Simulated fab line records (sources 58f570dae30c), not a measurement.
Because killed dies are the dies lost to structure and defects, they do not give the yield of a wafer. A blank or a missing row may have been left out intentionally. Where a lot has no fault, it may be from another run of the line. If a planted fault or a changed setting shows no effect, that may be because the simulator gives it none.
A sampling plan put to the test	flow berkeley cmos170	each of the 40 faults these records tell of, on one fab line, judged from the records of the lots it struck
The plan consists of the line's own looks: route steps at which the wafer is read by a gauge or an inspection but not changed. Where struck wafers have a number at a look and the file lists that look's usual mean and standard deviation on fault-free wafers, the look can be judged. Caught: the struck wafers' mean, at a look after the fault's first step, is 4 or more of those standard deviations (sigma) away from the usual mean. On the tool: the test repeated on the tool's own readings taken at the fault's steps. It also counts as caught if the struck wafers ran another recipe or if their record alone is blank.

THE FAULTS, as the simulator had put them in
1. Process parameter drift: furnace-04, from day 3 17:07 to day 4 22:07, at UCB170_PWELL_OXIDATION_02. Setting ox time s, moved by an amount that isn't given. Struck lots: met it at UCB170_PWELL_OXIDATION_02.
2. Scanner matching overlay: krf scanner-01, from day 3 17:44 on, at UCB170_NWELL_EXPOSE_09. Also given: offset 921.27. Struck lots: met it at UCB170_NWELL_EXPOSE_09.
3. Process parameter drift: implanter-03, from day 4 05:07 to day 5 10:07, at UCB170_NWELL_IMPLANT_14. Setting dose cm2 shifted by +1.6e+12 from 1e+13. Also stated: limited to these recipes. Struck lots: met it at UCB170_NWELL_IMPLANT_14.
4. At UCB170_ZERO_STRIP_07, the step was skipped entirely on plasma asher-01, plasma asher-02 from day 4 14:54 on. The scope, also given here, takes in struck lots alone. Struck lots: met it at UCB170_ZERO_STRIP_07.
5. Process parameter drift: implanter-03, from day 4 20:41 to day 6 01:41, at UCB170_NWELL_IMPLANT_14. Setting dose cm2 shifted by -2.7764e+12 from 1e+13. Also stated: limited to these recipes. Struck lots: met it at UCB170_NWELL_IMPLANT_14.
6. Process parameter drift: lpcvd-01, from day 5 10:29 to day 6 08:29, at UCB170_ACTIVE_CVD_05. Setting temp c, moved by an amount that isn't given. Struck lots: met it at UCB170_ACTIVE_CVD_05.
7. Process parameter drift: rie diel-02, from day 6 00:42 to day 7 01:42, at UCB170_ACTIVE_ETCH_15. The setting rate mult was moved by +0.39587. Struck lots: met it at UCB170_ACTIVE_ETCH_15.
8. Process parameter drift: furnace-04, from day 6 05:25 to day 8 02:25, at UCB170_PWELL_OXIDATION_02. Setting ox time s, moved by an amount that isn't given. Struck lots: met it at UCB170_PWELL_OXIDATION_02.
9. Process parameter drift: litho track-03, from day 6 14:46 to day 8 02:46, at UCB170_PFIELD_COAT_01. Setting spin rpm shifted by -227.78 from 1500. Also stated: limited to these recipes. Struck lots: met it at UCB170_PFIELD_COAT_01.
10. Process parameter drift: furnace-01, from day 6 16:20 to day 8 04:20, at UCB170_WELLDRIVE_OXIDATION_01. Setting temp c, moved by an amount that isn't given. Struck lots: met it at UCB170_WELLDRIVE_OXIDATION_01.
11. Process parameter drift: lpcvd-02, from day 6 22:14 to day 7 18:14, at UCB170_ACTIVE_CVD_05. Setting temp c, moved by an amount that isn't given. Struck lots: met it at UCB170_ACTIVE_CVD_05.
12. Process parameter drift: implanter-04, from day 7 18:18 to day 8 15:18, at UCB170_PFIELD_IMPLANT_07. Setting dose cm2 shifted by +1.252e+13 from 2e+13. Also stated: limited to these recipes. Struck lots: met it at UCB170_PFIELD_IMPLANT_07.
13. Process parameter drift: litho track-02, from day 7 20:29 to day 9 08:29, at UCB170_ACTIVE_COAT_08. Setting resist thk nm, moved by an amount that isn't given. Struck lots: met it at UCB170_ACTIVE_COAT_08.
14. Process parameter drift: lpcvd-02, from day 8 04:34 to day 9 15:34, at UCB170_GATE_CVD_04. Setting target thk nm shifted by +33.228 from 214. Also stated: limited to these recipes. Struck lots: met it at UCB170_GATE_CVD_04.
15. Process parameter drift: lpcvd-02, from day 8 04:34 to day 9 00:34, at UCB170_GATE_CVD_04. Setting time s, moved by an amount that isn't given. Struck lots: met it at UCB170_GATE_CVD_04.
16. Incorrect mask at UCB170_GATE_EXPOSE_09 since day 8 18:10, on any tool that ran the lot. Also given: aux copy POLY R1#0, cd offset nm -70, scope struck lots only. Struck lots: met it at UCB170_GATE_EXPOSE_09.
17. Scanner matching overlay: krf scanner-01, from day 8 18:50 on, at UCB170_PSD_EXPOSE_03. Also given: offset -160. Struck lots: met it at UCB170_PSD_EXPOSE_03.
18. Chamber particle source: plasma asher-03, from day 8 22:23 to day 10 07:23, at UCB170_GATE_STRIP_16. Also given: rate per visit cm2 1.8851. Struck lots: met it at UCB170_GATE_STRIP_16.
19. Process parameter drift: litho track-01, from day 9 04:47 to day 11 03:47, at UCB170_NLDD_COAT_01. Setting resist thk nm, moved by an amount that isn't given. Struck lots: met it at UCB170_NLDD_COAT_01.
20. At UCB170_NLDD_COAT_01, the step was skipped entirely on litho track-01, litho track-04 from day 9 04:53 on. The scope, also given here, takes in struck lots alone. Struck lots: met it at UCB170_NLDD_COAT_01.
21. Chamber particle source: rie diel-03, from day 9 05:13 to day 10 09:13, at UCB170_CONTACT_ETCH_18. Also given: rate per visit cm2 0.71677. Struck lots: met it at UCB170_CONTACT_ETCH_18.
22. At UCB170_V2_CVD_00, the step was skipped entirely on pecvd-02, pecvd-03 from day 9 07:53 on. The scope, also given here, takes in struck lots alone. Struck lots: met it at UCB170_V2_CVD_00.
23. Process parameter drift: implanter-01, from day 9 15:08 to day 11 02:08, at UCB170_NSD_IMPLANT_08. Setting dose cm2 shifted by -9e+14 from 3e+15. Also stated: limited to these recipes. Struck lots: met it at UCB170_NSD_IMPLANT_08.
24. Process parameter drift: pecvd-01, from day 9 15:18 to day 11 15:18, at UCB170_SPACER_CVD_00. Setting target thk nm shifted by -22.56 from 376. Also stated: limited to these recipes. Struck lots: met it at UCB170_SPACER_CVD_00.
25. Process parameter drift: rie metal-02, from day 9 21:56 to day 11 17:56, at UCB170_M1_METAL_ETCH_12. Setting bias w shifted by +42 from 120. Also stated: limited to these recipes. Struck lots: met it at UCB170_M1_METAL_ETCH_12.
26. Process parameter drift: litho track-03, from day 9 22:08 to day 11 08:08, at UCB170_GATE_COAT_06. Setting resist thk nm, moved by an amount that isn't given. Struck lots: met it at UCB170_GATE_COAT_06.
27. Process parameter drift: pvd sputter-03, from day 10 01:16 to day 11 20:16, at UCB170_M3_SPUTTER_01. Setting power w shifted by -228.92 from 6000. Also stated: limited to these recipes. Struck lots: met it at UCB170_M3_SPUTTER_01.
28. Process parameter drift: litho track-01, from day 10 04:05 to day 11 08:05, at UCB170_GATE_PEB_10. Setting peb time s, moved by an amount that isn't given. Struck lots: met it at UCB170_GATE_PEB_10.
29. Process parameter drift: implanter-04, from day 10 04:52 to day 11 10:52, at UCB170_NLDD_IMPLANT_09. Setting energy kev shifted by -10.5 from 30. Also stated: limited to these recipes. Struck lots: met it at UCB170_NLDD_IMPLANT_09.
30. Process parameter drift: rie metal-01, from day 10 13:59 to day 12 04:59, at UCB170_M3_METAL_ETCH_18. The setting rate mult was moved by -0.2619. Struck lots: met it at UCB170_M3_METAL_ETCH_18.
31. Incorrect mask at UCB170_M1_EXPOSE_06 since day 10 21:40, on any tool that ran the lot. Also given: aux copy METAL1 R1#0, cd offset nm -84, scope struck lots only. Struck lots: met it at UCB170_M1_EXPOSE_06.
32. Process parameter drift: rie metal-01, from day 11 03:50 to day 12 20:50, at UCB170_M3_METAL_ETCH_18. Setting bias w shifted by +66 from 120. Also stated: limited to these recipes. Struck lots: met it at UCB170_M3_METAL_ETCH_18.
33. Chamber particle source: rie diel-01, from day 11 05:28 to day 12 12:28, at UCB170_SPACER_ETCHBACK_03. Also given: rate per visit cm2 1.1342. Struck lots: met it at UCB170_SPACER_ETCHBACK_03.
34. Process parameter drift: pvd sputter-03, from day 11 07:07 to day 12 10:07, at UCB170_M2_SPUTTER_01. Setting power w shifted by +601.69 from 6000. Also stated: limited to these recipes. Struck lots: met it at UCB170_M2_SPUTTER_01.
35. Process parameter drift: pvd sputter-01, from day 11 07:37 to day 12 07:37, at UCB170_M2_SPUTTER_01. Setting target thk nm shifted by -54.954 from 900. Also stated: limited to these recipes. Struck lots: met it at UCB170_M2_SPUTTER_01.
36. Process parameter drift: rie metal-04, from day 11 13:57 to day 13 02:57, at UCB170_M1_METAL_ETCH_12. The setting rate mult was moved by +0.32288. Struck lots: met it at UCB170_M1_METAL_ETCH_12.
37. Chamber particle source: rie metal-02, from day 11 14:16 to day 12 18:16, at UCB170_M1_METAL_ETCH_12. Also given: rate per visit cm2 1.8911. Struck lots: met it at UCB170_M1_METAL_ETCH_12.
38. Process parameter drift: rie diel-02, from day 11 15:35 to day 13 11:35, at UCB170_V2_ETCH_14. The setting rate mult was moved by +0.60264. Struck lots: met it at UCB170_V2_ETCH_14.
39. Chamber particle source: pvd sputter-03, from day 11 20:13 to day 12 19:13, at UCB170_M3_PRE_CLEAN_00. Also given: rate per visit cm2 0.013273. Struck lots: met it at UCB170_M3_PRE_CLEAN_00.
40. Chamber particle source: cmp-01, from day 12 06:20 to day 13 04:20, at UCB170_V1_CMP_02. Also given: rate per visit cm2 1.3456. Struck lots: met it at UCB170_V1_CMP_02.

WHAT THE PLAN SAW
fault	on the tool itself	first look that catches it	reading, sigma	median hours from its first step to that look	hours from the fault's start to the first struck lot there	judged looks passed uncaught
1	no reading that can be judged	UCB170_PWELL_THK_MEAS_03	PWELL_OXIDE_THK +14	1.4	7	0
2	under 2 sigma	UCB170_NWELL_OVL_MEAS_12	NWELL_OVL +99 or beyond	0.4	13	0
3	dose ions cm2 +99 or beyond sigma	UCB170_NWELL_TW_MEAS_16	NWELL_TW +5.4	0.2	7	0
4	the tool's record is blank for the struck wafers	no look after it can be judged	-	-	-	0
5	dose ions cm2 -99 or beyond sigma	UCB170_NWELL_TW_MEAS_16	NWELL_TW -9.2	0.2	9	0
6	susceptor temp C +30 sigma	UCB170_ACTIVE_THK_MEAS_06	ACTIVE_NITRIDE_THK +23	1.9	5	0
7	under 2 sigma	no look after it can be judged	-	-	-	0
8	under 2 sigma	UCB170_PWELL_THK_MEAS_03	PWELL_OXIDE_THK +6.2	1.4	11	0
9	spin speed rpm -99 or beyond sigma	not the one look that can be judged after it	-	-	-	1
10	tube center temp C -99 or beyond sigma	UCB170_WELLDRIVE_THK_MEAS_02	WELLDRIVE_OXIDE_THK -12	3.5	12	0
11	susceptor temp C +83 sigma	UCB170_ACTIVE_THK_MEAS_06	ACTIVE_NITRIDE_THK +75	1.9	11	0
12	dose ions cm2 +99 or beyond sigma	UCB170_PFIELD_TW_MEAS_09	PFIELD_TW +13	0.2	7	0
13	no reading that can be judged	none of the 2 looks that can be judged after it	-	-	-	2
14	under 2 sigma	UCB170_GATE_THK_MEAS_05	GATE_POLY_THK +18	1.4	13	0
15	under 2 sigma	UCB170_GATE_THK_MEAS_05	GATE_POLY_THK +6.5	1.4	13	0
16	no reading that can be judged	UCB170_GATE_CD_MEAS_12	cd nm -58	0.4	1	0
17	no reading that can be judged	UCB170_PSD_OVL_MEAS_07	PSD_OVL -29	0.9	11	0
18	under 2 sigma	not the one look that can be judged after it	-	-	-	1
19	no reading that can be judged	no look after it can be judged	-	-	-	0
20	the tool's record is blank for the struck wafers	no look after it can be judged	-	-	-	0
21	under 2 sigma	not the one look that can be judged after it	-	-	-	1
22	the tool's record is blank for the struck wafers	not the one look that can be judged after it	strongest: V2_BOW at UCB170_V2_BOW_MEAS_03, -2.6	-	-	1
23	dose ions cm2 -99 or beyond sigma	UCB170_SDANNEAL_RS_MEAS_03	NSD_RS +81	1.6	2	1
24	under 2 sigma	none of the 2 looks that can be judged after it	strongest: SPACER_TEOS_THK at UCB170_SPACER_THK_MEAS_01, -3.7	-	-	2
25	bias w +99 or beyond sigma	no look after it can be judged	-	-	-	0
26	under 2 sigma	none of the 6 looks that can be judged after it	-	-	-	6
27	cathode dc power W -99 or beyond sigma	none of the 2 looks that can be judged after it	strongest: M3_AL_THK at UCB170_M3_THK_MEAS_03, -2.6	-	-	2
28	heater power total W +39 sigma	UCB170_GATE_CD_MEAS_12	cd nm +4.2	0.3	1	0
29	beam energy keV -99 or beyond sigma	not the one look that can be judged after it	strongest: NLDD_TW at UCB170_NLDD_TW_MEAS_11, -3.9	-	-	1
30	only faintly: oes product au -2.6 sigma	no look after it can be judged	-	-	-	0
31	no reading that can be judged	UCB170_M1_CD_MEAS_09	cd nm -55	0.4	1	0
32	bias w +99 or beyond sigma	no look after it can be judged	-	-	-	0
33	under 2 sigma	not the one look that can be judged after it	-	-	-	1
34	cathode dc power W +99 or beyond sigma	UCB170_M2_RS_MEAS_02	M2_AL_RS -6.8	0.1	5	0
35	under 2 sigma	UCB170_M2_RS_MEAS_02	M2_AL_RS +4.3	0.1	4	0
36	under 2 sigma	not the one look that can be judged after it	strongest: cd nm at UCB170_M1_CD_MEAS_90, -3.6	-	-	1
37	under 2 sigma	none of the 2 looks that can be judged after it	-	-	-	2
38	under 2 sigma	not the one look that can be judged after it	strongest: cd nm at UCB170_V2_CD_MEAS_90, +3.3	-	-	1
39	no reading that can be judged	none of the 6 looks that can be judged after it	-	-	-	6
40	under 2 sigma	not the one look that can be judged after it	-	-	-	1
Dash: fault not caught, or number not given in these records.

Caught at a look: 18 of 40. Caught on the tool: 17 of 40. By one or the other: 26 of 40.
On the tool alone, faults 4, 9, 20, 22, 25, 27, 29, 32 were caught.
Caught at a look alone: faults 1, 2, 8, 14, 15, 16, 17, 31, 35.
Caught by neither: faults 7, 13, 18, 19, 21, 24, 26, 30, 33, 36, 37, 38, 39, 40.

THINNER SAMPLING
In the worst case, this is how late the first struck lot would be measured if the look that catches a fault measured only every second or every third lot, by lot number:
fault	struck lots at that look, in order of time	every lot	every second lot	every third lot
1	L854, L855	7 h	7 h	may miss all 2
2	L419, L421, L423	13 h	may miss all 3	35 h
3	L409, L411	7 h	may miss all 2	may miss all 2
5	L363, L364	9 h	14 h	may miss all 2
6	L979, L980	5 h	5 h	may miss all 2
8	L490, L491	11 h	11 h	may miss all 2
10	L749, L750	12 h	12 h	may miss all 2
11	L170, L169	11 h	11 h	may miss all 2
12	L295, L297	7 h	may miss all 2	may miss all 2
14	L926, L927	13 h	13 h	may miss all 2
15	L171, L172	13 h	13 h	may miss all 2
16	L808	1 h	may miss it	may miss it
17	L248, L252, L253	11 h	40 h	40 h
23	L101, L103, L105	2 h	may miss all 3	31 h
28	L871, L875	1 h	may miss all 2	may miss all 2
31	L776	1 h	may miss it	may miss it
34	L900, L897, L902	5 h	6 h	may miss all 3
35	L692, L691	4 h	5 h	may miss all 2
Hours count from the start of the fault until the first struck lot that is measured. 4 sigma limit: tested on the pooled struck wafers, so a lone lot may be under it. Other struck lots may not be in these records.

THE LONGEST TIMED WAY FROM STEP TO LOOK
Fault 10: the median time between UCB170_WELLDRIVE_OXIDATION_01 and UCB170_WELLDRIVE_THK_MEAS_02 is 3.5 hours. No look between them can be judged.
